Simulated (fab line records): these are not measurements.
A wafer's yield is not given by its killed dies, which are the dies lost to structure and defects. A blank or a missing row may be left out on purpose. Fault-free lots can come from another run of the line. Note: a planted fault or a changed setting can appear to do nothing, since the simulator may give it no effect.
Which tool is to blame?    flow rit_cmos    Sampling: 14 lots, 42 wafers, 2 of 202 route steps

WHAT THE GAUGES SHOWED, per wafer
RIT_FOX2_THK_MEAS_91.
lot   measured     on             FIELD_OXIDE_LEFT_2_THK (nm)
L628  day 2 12:01  film_metro-04  243 236 242
L629  day 2 13:13  film_metro-03  245 246 242
L630  day 2 19:25  film_metro-04  249 251 250
L631  day 3 00:00  film_metro-04  247 245 246
L633  day 3 12:12  film_metro-04  249 247 249
L638  day 4 09:59  film_metro-04  250 251 250
L639  day 4 17:36  film_metro-02  249 243 246
L642  day 5 06:00  film_metro-03  260 249 252
L643  day 5 12:42  film_metro-04  254 251 250
L644  day 5 15:44  film_metro-03  243 242 242
L645  day 5 20:28  film_metro-03  258 259 258
L646  day 6 06:56  film_metro-04  248 241 249
L648  day 6 12:05  film_metro-03  251 250 251
L651  day 7 03:00  film_metro-03  247 237 245

TOOL THAT RAN EACH LOT (tool first, then ch and the chambers of the sampled wafers, then the start)
lot   RIT_NRETRO_STRIP_09
L628  plasma_asher-04 ch 0,1, day 2 09:41
L629  plasma_asher-03 ch 0,1, day 2 10:53
L630  plasma_asher-04 ch 0,1, day 2 17:04
L631  plasma_asher-01 ch 0,1, day 2 21:48
L633  plasma_asher-04 ch 0,1, day 3 10:00
L638  plasma_asher-04 ch 0,1, day 4 07:43
L639  plasma_asher-03 ch 0,1, day 4 15:04
L642  plasma_asher-01 ch 0,1, day 5 03:38
L643  plasma_asher-01 ch 0,1, day 5 10:05
L644  plasma_asher-01 ch 1, day 5 13:23
L645  plasma_asher-03 ch 0,1, day 5 18:11
L646  plasma_asher-01 ch 0,1, day 6 04:37
L648  plasma_asher-04 ch 0,1, day 6 09:50
L651  plasma_asher-04 ch 0,1, day 7 00:42
- RIT_NRETRO_STRIP_09: strips in O2, time 180 s.

WHAT THE TOOLS THEMSELVES READ (means of the sampled wafers that have a number; where no wafer has one, the mark that the record gives instead)
RIT_NRETRO_STRIP_09.
lot   tool             drypump_motor_current_A (A)
L628  plasma_asher-04  5.7
L629  plasma_asher-03  5.4
L630  plasma_asher-04  5.7
L631  plasma_asher-01  5.5
L633  plasma_asher-04  5.6
L638  plasma_asher-04  5.7
L639  plasma_asher-03  5.4
L642  plasma_asher-01  5.1
L643  plasma_asher-01  5.5
L644  plasma_asher-01  5.9
L645  plasma_asher-03  5.4
L646  plasma_asher-01  5.5
L648  plasma_asher-04  5.6
L651  plasma_asher-04  5.6

THE ANSWER, worked out from the rows above alone
Rule: the usual values come from the lots themselves. Put in order of their means at a reading, lots are off if they are a third of the lots or fewer, leave a main group of 4 or more, and stand apart from it by a gap of 3 or more times the standard deviation of the main group's means; of several such gaps the widest counts. The tables above print the reading to a certain number of digits; a main group whose means all agree to those digits is not used. Also off: a lot with no number at a reading for which 4 or more lots have one. Where the step has rows for the other lots, those lots are counted as sound. Order of review: gauges by route order, followed by the tools' own readings, for which a lot's mean as printed above is used. The first step at which some lot is off is used, and at that step the reading that is off furthest; a lot without a number counts as furthest.
No lot is off at any reading shown: from this, nothing can be told.

WHAT THE SIMULATOR HAD INSERTED
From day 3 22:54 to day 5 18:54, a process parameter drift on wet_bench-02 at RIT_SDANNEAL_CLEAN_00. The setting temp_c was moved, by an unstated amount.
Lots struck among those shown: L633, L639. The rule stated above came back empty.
